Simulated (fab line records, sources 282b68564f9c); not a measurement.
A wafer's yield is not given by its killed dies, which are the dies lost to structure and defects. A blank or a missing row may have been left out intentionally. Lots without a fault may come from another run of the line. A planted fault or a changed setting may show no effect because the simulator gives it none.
A sampling plan put to the test :: flow rit cmos :: each of the 12 faults these records tell of, on one fab line, judged from the records of the lots it struck
Plan = the line's own looks (route steps where a gauge or an inspection reads the wafer without altering it). A look can be judged if struck wafers have a number there and the file gives its usual mean and standard deviation on fault-free wafers. Caught: a look later than the fault's first step finds the struck wafers' mean 4 or more of those standard deviations (sigma) from the usual mean. On the tool: the fault's steps, tested the same way using the tool's own readings. Also counted as caught: the struck wafers showing another recipe, or a record that is empty for them alone.

## THE FAULTS, as the simulator had put them in
1. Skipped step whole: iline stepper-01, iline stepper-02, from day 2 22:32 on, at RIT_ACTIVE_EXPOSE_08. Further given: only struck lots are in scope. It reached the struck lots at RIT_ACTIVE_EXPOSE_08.
2. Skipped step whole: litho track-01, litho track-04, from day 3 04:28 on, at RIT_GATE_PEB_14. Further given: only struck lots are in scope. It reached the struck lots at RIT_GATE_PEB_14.
3. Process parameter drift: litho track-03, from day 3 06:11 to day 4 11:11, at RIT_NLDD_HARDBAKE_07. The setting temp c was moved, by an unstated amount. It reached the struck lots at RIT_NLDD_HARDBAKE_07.
4. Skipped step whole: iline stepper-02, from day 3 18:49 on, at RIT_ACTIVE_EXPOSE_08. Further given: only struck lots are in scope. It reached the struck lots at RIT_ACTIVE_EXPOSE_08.
5. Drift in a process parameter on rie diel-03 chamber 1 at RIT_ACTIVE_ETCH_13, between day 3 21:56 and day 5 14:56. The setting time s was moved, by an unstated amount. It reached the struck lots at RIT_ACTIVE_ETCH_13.
6. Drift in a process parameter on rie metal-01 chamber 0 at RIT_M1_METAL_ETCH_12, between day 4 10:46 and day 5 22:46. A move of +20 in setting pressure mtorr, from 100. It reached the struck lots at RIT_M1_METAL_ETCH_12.
7. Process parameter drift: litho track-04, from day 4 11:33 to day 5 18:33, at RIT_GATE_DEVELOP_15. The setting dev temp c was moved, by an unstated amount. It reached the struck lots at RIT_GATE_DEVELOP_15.
8. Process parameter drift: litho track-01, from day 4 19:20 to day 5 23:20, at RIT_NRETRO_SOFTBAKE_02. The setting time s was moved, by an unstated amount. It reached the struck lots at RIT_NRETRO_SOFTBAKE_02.
9. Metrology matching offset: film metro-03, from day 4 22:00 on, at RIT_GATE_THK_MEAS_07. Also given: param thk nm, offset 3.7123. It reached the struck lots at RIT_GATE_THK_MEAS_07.
10. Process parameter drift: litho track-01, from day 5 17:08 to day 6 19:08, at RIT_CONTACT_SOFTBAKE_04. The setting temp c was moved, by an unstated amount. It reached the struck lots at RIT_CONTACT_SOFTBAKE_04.
11. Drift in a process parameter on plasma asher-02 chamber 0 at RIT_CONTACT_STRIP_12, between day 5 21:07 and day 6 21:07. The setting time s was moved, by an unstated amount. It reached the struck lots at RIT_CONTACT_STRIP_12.
12. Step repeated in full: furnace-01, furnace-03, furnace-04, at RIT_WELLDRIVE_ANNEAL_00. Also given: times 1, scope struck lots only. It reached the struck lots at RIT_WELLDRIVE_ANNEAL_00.

## WHAT THE PLAN SAW
fault: 1
on the tool itself: no reading that can be judged
first look that catches it: no look after it can be judged
reading, sigma: -
median hours from its first step to that look: -
hours from the fault's start to the first struck lot there: -
judged looks passed uncaught: 0

fault: 2
on the tool itself: no reading that can be judged
first look that catches it: not the one look that can be judged after it
reading, sigma: -
median hours from its first step to that look: -
hours from the fault's start to the first struck lot there: -
judged looks passed uncaught: 1

fault: 3
on the tool itself: heater power total W +99 or beyond sigma
first look that catches it: no look after it can be judged
reading, sigma: -
median hours from its first step to that look: -
hours from the fault's start to the first struck lot there: -
judged looks passed uncaught: 0

fault: 4
on the tool itself: no reading that can be judged
first look that catches it: no look after it can be judged
reading, sigma: -
median hours from its first step to that look: -
hours from the fault's start to the first struck lot there: -
judged looks passed uncaught: 0

fault: 5
on the tool itself: run length s -41 sigma
first look that catches it: not the one look that can be judged after it
reading, sigma: -
median hours from its first step to that look: -
hours from the fault's start to the first struck lot there: -
judged looks passed uncaught: 1

fault: 6
on the tool itself: chamber pressure mTorr +99 or beyond sigma
first look that catches it: no look after it can be judged
reading, sigma: -
median hours from its first step to that look: -
hours from the fault's start to the first struck lot there: -
judged looks passed uncaught: 0

fault: 7
on the tool itself: developer temp C +21 sigma
first look that catches it: RIT_GATE_CD_MEAS_16
reading, sigma: cd nm +6.4
median hours from its first step to that look: 0.7
hours from the fault's start to the first struck lot there: 3
judged looks passed uncaught: 0

fault: 8
on the tool itself: run length s +42 sigma
first look that catches it: no look after it can be judged
reading, sigma: -
median hours from its first step to that look: -
hours from the fault's start to the first struck lot there: -
judged looks passed uncaught: 0

fault: 9
on the tool itself: GATE_OXIDE_THK +54 sigma
first look that catches it: no look after it can be judged
reading, sigma: -
median hours from its first step to that look: -
hours from the fault's start to the first struck lot there: -
judged looks passed uncaught: 0

fault: 10
on the tool itself: heater power total W -38 sigma
first look that catches it: no look after it can be judged
reading, sigma: -
median hours from its first step to that look: -
hours from the fault's start to the first struck lot there: -
judged looks passed uncaught: 0

fault: 11
on the tool itself: run length s -17 sigma
first look that catches it: no look after it can be judged
reading, sigma: -
median hours from its first step to that look: -
hours from the fault's start to the first struck lot there: -
judged looks passed uncaught: 0

fault: 12
on the tool itself: under 2 sigma
first look that catches it: no look after it can be judged
reading, sigma: -
median hours from its first step to that look: -
hours from the fault's start to the first struck lot there: -
judged looks passed uncaught: 0
A dash: this means the fault isn't caught or the number doesn't appear in these records.

Caught at a look: 1 of 12. Caught on the tool: 8 of 12. By one or the other: 8 of 12.
Caught on the tool alone: faults 3, 5, 6, 8, 9, 10, 11.
Caught by neither: faults 1, 2, 4, 12.

## THINNER SAMPLING
If the look that catches a fault measured only every second or every third lot, by lot number, the first struck lot would be measured this late in the worst case:
fault: 7
struck lots at that look, in order of time: L599, L604
every lot: 3 h
every second lot: 27 h
every third lot: may miss all 2
Hours are from the fault's start to the first struck lot that is measured. The test against the limit of 4 sigma pooled every struck wafer, which means one lot taken alone may stay below that limit. Other struck lots may not be in these records.

## THE LONGEST TIMED WAY FROM STEP TO LOOK
Fault 7: a median of 0.7 hours passes between RIT_GATE_DEVELOP_15 and RIT_GATE_CD_MEAS_16. No look between them can be judged.
